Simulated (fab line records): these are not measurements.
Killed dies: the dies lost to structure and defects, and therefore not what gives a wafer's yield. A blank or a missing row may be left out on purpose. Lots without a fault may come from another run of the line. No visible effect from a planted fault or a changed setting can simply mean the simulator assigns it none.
8D (eight disciplines) problem report, filled in by code / flow ritCmos / the parts of the form that need people (team, actions taken, sign-off) are left out

== 1. PROBLEM STATEMENT ==
Across 12 wafers from 4 lots, NRETRO_OVL at RIT_NRETRO_OVL_MEAS_06 averages -299.9 nm, while fault-free wafers read 0.1 nm with a standard deviation of 1.3. So: -99 or more standard deviations from the usual mean.
Earliest sighting: wafer L392.3 on overlay-01 at day 2 20:40. At this step, 48 wafers from 16 lots have a number in the record. The rule behind "out" and "out of limits": a value lying over 4 standard deviations away from the usual mean. The rest of the wafers with a number are treated as sound.

== 2. WHAT IT IS, AND WHAT IT ISN'T ==
question=which readings at this step | is=NRETRO_OVL | is not=-
question=which lots | is=L392, L393, L394, L395 | is not=L389, L390, L391, L398, L401, L402, L404, L405, L406, L408, L409, L412
question=which wafers of those lots | is=all that have a number | is not=-
question=read on which gauges | is=overlay-01, overlay-02 | is not=-
question=when | is=from day 2 20:40 | is not=up to then (9 sound wafers); but 27 sound wafers of L398, L401, L402, L404, L405, L406, L408, L409, L412 came after

== 3. THE SUSPECTS, EACH WITH WHAT RULES IT OUT ==
Counting: a tool at a process step up to the reading stays a suspect if it ran every lot that is out and no sound lot after the first of them.
- ruled out: the gauge at RIT_NRETRO_OVL_MEAS_06. Those wafers that are out were read across 2 gauges (overlay-01, overlay-02).
- ilineStepper-01 at RIT_NRETRO_EXPOSE_03 (exposes mask M4, target cd 43900 nm): kept. All lots that are out passed through it, beginning with L392 at day 2 20:16, and no sound lot followed; its final sound lot before that point was L391 at day 2 16:05.
Left after counting: ilineStepper-01 at RIT_NRETRO_EXPOSE_03.

== 4. THE CAUSE (what the simulator had put in) ==
Scanner matching overlay: ilineStepper-01, from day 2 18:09 on, at RIT_NRETRO_EXPOSE_03. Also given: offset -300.
This tool alone remained once counting was done.

== 5. THE EFFECT CHAIN, in route order ==
Each row: a reading where the mean over the struck wafers with a number is more than 3 standard deviations away from the usual. Readings are gone through only where the record gives a usual standard deviation; hours: the median, over the lots, of the time from a lot's start at the first step in this table giving one to that lot's start at this step; sigmas: the change measured in usual standard deviations.
hours=0; step=RIT_NRETRO_OVL_MEAS_06; reading=NRETRO_OVL; usual=0.1 nm; on struck wafers=-299.9; change=-300.0; sigmas=-99 or more

== 6. HOW IT WOULD HAVE BEEN CAUGHT EARLIER ==
In this record the first reading out of limits at a measuring or inspecting step was taken at day 2 20:40, 3 hours after the fault began at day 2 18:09.
An alarm limit of 4 standard deviations would not have fired on the tool readings at RIT_NRETRO_EXPOSE_03 for which the record gives a usual standard deviation, since none of them was out on any struck wafer.
Lots out: 4; of these, L393, L394, L395 started RIT_NRETRO_EXPOSE_03 on ilineStepper-01 after day 2 20:40. A hold on the tool at that time would have spared those 3.
